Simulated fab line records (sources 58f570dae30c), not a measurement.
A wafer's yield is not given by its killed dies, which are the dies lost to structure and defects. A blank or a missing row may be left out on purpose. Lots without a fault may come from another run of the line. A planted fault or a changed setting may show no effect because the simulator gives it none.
Problem report, 8D (eight disciplines) form, completed by code | flow berkeley_cmos170 | the parts of the form that need people (team, actions taken, sign-off) are left out

== 1. THE PROBLEM ==
At UCB170_CONTACT_RTA_08, lamp_power_pct averages 27.19 % over 6 wafers from 2 lots, while fault-free wafers read 25.64 %, standard deviation 0.13. That is +12 standard deviations from the usual mean.
The step: time 10 s.
First observed at day 10 13:05: wafer L289.1, on rtp_anneal-02. The record holds 18 wafers of 6 lots with a number at this step. By rule, "out" or "out of limits" means more than 4 standard deviations away from the usual mean. Any other wafer with a number is counted as sound.

== 2. WHAT IT IS AND WHAT IT IS NOT ==
question                    | is                     | is not
which readings at this step | lamp_power_pct         | wafer_temp_C_max
which lots                  | L288, L289             | L272, L273, L294, L295
which wafers of those lots  | all that have a number | -
read on which tools         | rtp_anneal-02          | rtp_anneal-01
when                        | from day 10 13:05      | up to then (6 sound wafers); but 6 sound wafers of L294, L295 came after

== 3. THE SUSPECTS, EACH WITH WHAT RULES IT OUT ==
Counting: a tool at a process step up to the reading stays a suspect if it ran every lot that is out and no sound lot after the first of them.
- rtp_anneal-01 at UCB170_SILICIDE_RTA_04 (time 15 s): kept. It ran every lot that is out, first L289 (day 10 09:23), and no sound lot after that.
- plasma_asher-01 at UCB170_CONTACT_STRIP_06 (strips in O2): kept. It ran every lot that is out, first L289 (day 10 12:48), and no sound lot after that.
- rtp_anneal-02 at UCB170_CONTACT_RTA_08 (time 10 s): kept. It processed each lot that is out, first L289 at day 10 13:05, and no sound lot thereafter; up to then, the last sound lot it processed was L272 at day 6 23:04. Its own readings are out on those wafers: lamp_power_pct.
Still standing after the count: rtp_anneal-01 at UCB170_SILICIDE_RTA_04, plasma_asher-01 at UCB170_CONTACT_STRIP_06, rtp_anneal-02 at UCB170_CONTACT_RTA_08.

== 4. THE CAUSE (what the simulator had put in) ==
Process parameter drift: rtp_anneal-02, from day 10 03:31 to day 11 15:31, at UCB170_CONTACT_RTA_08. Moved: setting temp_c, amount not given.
Counting leaves 3 suspects; this tool is one of them.

== 5. SEQUENCE OF EFFECTS, ordered by route ==
Each row: a reading where the mean over the struck wafers with a number is more than 3 standard deviations away from the usual. Only readings for which the record gives a usual standard deviation are gone through. hours: the time from each lot's start at the first step in this table that gives one to its start at this step, as a median over the lots. sigmas: the change in usual standard deviations.
hours | step                  | reading        | usual   | on struck wafers | change | sigmas
0     | UCB170_CONTACT_RTA_08 | lamp_power_pct | 25.64 % | 27.19            | +1.55  | +12
Here are the process steps it includes:
- UCB170_CONTACT_RTA_08: time 10 s.

== 6. WHAT WOULD HAVE CAUGHT IT SOONER ==
First out-of-limits reading in this record: day 10 13:05, which is 10 hours after fault onset at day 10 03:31.
